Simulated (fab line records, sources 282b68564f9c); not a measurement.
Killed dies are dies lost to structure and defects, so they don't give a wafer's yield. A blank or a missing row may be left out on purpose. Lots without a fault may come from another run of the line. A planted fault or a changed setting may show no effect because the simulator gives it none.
A struck lot beside a sound one | flow rit_cmos | 18 steps out of a route of 202
Sound: wafers L957.3, L957.5, L957.6. Struck: wafers L969.1, L969.5. (L969.6 of the same lot was not struck and is left out.) The cause comes at the end.
At each step with rows: each side's tool, then ch and its chambers, then its first start. Under that, the readings that differ: sound wafers | struck wafers | difference of the means | sigmas: that difference in standard deviations of wafers without a fault.
alike: readings whose means differ by less than 2 such deviations, and words and numbers that are the same on both sides. not compared: withheld readings, readings that some wafer has no value for, bounds like >300 that may hide the same value, and numbers for which the record gives no deviation and whose values overlap.
The two part at a step that has a row with sigmas, a row that says differs or no value, or rows on one side only. Numbers that don't overlap but have no deviation are shown without sigmas and don't part them. A reading that every wafer of one side lacks parts them only if that side has two wafers or more.

RIT_M1_SPUTTER_00: material Al, target thk 400 nm, time 500 s.
  sound on pvd_sputter-03, day 3 07:58; struck on pvd_sputter-02, day 5 19:13
  alike: throttle_valve_pct
RIT_M1_RS_MEAS_01: measures by four-point-probe.
  sound on film_metro-04, day 3 08:18; struck on film_metro-02, day 5 19:31
  alike: M1_AL_RS
RIT_M1_THK_MEAS_02: measures by xrf.
  sound on film_metro-04, day 3 08:24; struck on film_metro-02, day 5 19:38
  alike: M1_AL_THK
then, 6 steps without rows for these wafers: RIT_M1_HMDS_03 (prime time 60 s); RIT_M1_COAT_04 (resist thk 1300 nm); RIT_M1_SOFTBAKE_05 (time 60 s); RIT_M1_EXPOSE_06 (exposes mask M12, target cd 2600 nm); RIT_M1_PEB_07; RIT_M1_DEVELOP_08 (develop time 68 s).
RIT_M1_CD_MEAS_09: target cd 2600 nm.
  sound on cd_sem-01, day 3 09:29; struck on cd_sem-01, day 5 20:35
  alike: cd_nm
RIT_M1_OVL_MEAS_10:
  sound on overlay-02, day 3 09:35; struck on overlay-01, day 5 20:42
  alike: M1_OVL
then, 1 step without rows for these wafers: RIT_M1_HARDBAKE_11 (time 120 s).
RIT_M1_METAL_ETCH_12: etches Al in Cl2/BCl3, stops on SiO2, time 165 s, target depth 600 nm.
  sound on rie_metal-03 ch 0,1, day 3 09:55; struck on rie_metal-03 ch 1, day 5 20:59
  reading                                 | sound             | struck      | difference                    | sigmas
  oes_product_au (a.u.)                   | 0.773 0.785 0.764 | 0.990 0.992 | +0.217                        | +23
  rf_fwd_power_W (W)                      | 247.0 247.3 248.6 | - -         | no value on the struck wafers |
  run_length_s (s)                        | 193.0 192.7 193.8 | 128.4 128.1 | -64.9                         | -99 or more
  model.NOVOLAK_of_M1_COAT_04.thk_nm (nm) | 818.8 815.3 802.3 | 938.8 940.1 | +127.3                        |
  model.M1.feature_depth_nm (nm)          | 431 437.7 429.1   | 362 357     | -73                           |
  model.etch.depth_nm (nm)                | 399.7 406.2 396.2 | 362 357     | -41                           |
  alike: drypump_motor_current_A, throttle_valve_pct
  not compared: rf_hours_counter_h
then, 1 step without rows for these wafers: RIT_M1_STRIP_13 (strips in nmp, time 600 s).
RIT_M1_STRIP_14: strips in O2, time 180 s.
  sound on plasma_asher-01 ch 0,1, day 3 10:16; struck on plasma_asher-02 ch 0,1, day 5 21:19
  alike: drypump_motor_current_A, o2_flow_sccm
  not compared: rf_hours_counter_h
RIT_M1_CD_MEAS_90: target cd 2600 nm.
  sound on cd_sem-02, day 3 10:25; struck on cd_sem-02, day 5 21:30
  reading    | sound          | struck    | difference | sigmas
  cd_nm (nm) | 2599 2597 2596 | 2612 2613 | +15        | +5
then, 1 step without rows for these wafers: RIT_M1_ANNEAL_15 (time 1800 s).
RIT_M1_PROBE_99:
  sound on prober-01, day 3 12:13; struck on prober-01, day 5 23:14
  reading                                       | sound             | struck      | difference | sigmas
  defect_limited_yield (%)                      | 97.0 97.7 96.6    | 0 0         | -97        | -88
  killed_at_M0_to_M3                            | 0 0 0             | 256 260     | +258       | +99 or more
  killed_dies                                   | 8 6 9             | 264 264     | +256       | +92
  killed_on_rim                                 | 1 2 1             | 70 70       | +69        | +53
  sort_bin_5_function (%)                       | 1.1 1.5 1.9       | 98.9 99.6   | +97.8      | +99 or more
  sort_n_pass                                   | 256.0 258.0 255.0 | 0 0         | -256       | -92
  sort_yield_pct (%)                            | 97.0 97.7 96.6    | 0 0         | -97        | -88
  model.etest.tester.sort_n_pass                | 256 258 255       | 0 0         | -256       |
  model.etest.tester.sort_bin_5_pct (%)         | 1.136 1.515 1.894 | 98.86 99.62 | +97.73     |
  model.etest.tester.sort_yield_pct (%)         | 96.97 97.73 96.59 | 0 0         | -97        |
  model.etest.pmos_0p3.over_limit               | 0 0 0             | 1 1         | +1         |
  model.etest.gate_to_diffusion_comb.over_limit | 0 0 0             | 1 1         | +1         |
  model.etest.pplus_sal.short                   | 0 0 0             | 1 1         | +1         |
  model.etest.diode_nplus_pwell.over_limit      | 0 0 0             | 1 1         | +1         |
  model.etest.cap_n_gate.short                  | 0 0 0             | 1 1         | +1         |
  alike: killed_at_contacts, killed_at_front_end, killed_open, killed_short, sort_bin_3_pad_short, sort_bin_6_memory

WHERE THEY PART
First at RIT_M1_METAL_ETCH_12; last, within this record, at RIT_M1_PROBE_99.

WHY: what the simulator had put in
Process parameter drift: rie_metal-03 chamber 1, from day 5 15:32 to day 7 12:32, at RIT_M1_METAL_ETCH_12. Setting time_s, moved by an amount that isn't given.
